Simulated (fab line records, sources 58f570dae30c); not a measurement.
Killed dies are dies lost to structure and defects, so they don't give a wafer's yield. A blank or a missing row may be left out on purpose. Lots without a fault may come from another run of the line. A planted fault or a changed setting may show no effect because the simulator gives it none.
Which tool did it? | flow berkeley_cmos170 | 6 lots, 18 wafers sampled, at 2 steps of a route of 331

WHAT THE GAUGES READ, wafer by wafer
UCB170_GATE_CD_MEAS_12: target cd 350 nm.
lot  | measured     | on        | cd_nm (nm)
L802 | day 7 14:52  | cd_sem-02 | 350.7 350.4 350.4
L806 | day 7 19:46  | cd_sem-01 | 351.1 350.5 350.4
L808 | day 8 18:43  | cd_sem-02 | 279.8 280.2 279.7
L816 | day 10 03:59 | cd_sem-02 | 352.3 350.3 353.4
L819 | day 10 21:17 | cd_sem-02 | 350.4 350.1 351.2
L821 | day 11 08:06 | cd_sem-02 | 350.7 348.1 350.5

WHICH TOOL RAN EACH LOT (tool, then ch and the chambers of the sampled wafers, then the start)
lot  | UCB170_GATE_EXPOSE_09
L802 | krf_scanner-02 ch 0, day 7 14:28
L806 | krf_scanner-02 ch 0, day 7 19:07
L808 | krf_scanner-02 ch 0, day 8 18:17
L816 | krf_scanner-02 ch 0, day 10 03:31
L819 | krf_scanner-02 ch 0, day 10 20:53
L821 | krf_scanner-02 ch 0, day 11 07:43
- UCB170_GATE_EXPOSE_09: exposes mask POLY, target cd 350 nm.

THE ANSWER, worked out from the rows above alone
Rule: what is usual is taken from the lots themselves. Put in order of their means at a reading, lots are off if they are a third of the lots or fewer, leave a main group of 4 or more, and stand apart from it by a gap of 3 or more times the standard deviation of the main group's means; of several such gaps the widest counts. A main group whose means are all the same, to the digits that the tables above print for the reading, isn't used. A lot without any number at a reading at which 4 lots or more have one is off too. The other lots that the step has rows for count as sound.
Off: L808, at UCB170_GATE_CD_MEAS_12 (cd_nm). The main group: mean 350.7 nm, standard deviation 0.72.
A tool fits if, at a process step before that reading, it ran every lot that is off, and no sound lot after the first of them. The gauges at UCB170_GATE_CD_MEAS_12 are tried like those tools. None of those tried fits.

WHAT THE SIMULATOR HAD PUT IN
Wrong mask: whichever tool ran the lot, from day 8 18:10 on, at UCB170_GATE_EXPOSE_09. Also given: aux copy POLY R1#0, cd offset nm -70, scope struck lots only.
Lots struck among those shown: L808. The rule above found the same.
